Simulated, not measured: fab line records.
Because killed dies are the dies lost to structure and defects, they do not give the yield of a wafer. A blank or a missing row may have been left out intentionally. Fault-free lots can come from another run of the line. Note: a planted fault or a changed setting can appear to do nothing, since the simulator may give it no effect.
Which of the tools did it? || flow rit_cmos || 7 lots, 21 wafers sampled, at 2 steps of a route of 202

WHAT EACH GAUGE READ, for each wafer
RIT_SDANNEAL_RS_MEAS_04: the measuring method here is four-point-probe.
{"lot": "L722", "measured": "day 3 06:02", "on": "film_metro-01", "PSD_RS (ohm/sq)": "115.66 116.22 115.90"}
{"lot": "L726", "measured": "day 4 03:05", "on": "film_metro-04", "PSD_RS (ohm/sq)": "115.99 116.24 116.28"}
{"lot": "L728", "measured": "day 4 15:49", "on": "film_metro-01", "PSD_RS (ohm/sq)": "115.79 115.79 116.01"}
{"lot": "L734", "measured": "day 5 20:41", "on": "film_metro-04", "PSD_RS (ohm/sq)": "115.97 116.01 115.70"}
{"lot": "L737", "measured": "day 6 09:34", "on": "film_metro-02", "PSD_RS (ohm/sq)": "113.26 112.45 113.27"}
{"lot": "L740", "measured": "day 7 04:21", "on": "film_metro-02", "PSD_RS (ohm/sq)": "115.86 115.84 115.94"}
{"lot": "L743", "measured": "day 7 18:29", "on": "film_metro-01", "PSD_RS (ohm/sq)": "115.47 115.60 115.24"}

WHICH TOOL RAN EACH LOT (tool, then ch and the chambers of the sampled wafers, then the start)
{"lot": "L722", "RIT_PSD_IMPLANT_08": "implanter-04 ch 0, day 3 05:12"}
{"lot": "L726", "RIT_PSD_IMPLANT_08": "implanter-03 ch 0, day 4 02:17"}
{"lot": "L728", "RIT_PSD_IMPLANT_08": "implanter-04 ch 0, day 4 14:58"}
{"lot": "L734", "RIT_PSD_IMPLANT_08": "implanter-03 ch 0, day 5 19:51"}
{"lot": "L737", "RIT_PSD_IMPLANT_08": "implanter-03 ch 0, day 6 08:44"}
{"lot": "L740", "RIT_PSD_IMPLANT_08": "implanter-04 ch 0, day 7 03:31"}
{"lot": "L743", "RIT_PSD_IMPLANT_08": "implanter-02 ch 0, day 7 17:38"}
- RIT_PSD_IMPLANT_08

THE ANSWER, worked out from the rows above alone
Rule: what is usual is taken from the lots themselves. The widest of any qualifying gaps counts: lots, ordered by their means at a reading, are off when they make up no more than a third of the lots, leave a main group of 4 or more, and stand apart from it by 3 or more times the standard deviation of that group's means. Not used: any main group whose means are identical at the precision the tables above print for the reading. A lot without any number at a reading at which 4 lots or more have one is off too. Any other lot the step has rows for is counted as sound.
Off: at RIT_SDANNEAL_RS_MEAS_04 (PSD_RS), L737. The main group: mean 115.86 ohm/sq, standard deviation 0.22.
If a tool, at a process step before that reading, ran all the lots that are off and no sound lot after the first of them, it fits. Gauges at RIT_SDANNEAL_RS_MEAS_04: tried the same way as those tools. One candidate fits, namely implanter-03 at RIT_PSD_IMPLANT_08. Its last sound lot is L734 (day 5 19:51), its first lot that is off L737 (day 6 08:44): a fault that began between those two fits.

WHAT HAD BEEN PUT IN BY THE SIMULATOR
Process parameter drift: implanter-03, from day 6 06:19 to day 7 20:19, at RIT_PSD_IMPLANT_08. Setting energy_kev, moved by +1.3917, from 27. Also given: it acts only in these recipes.
Lots struck among those shown: L737. Same finding as the rule above.
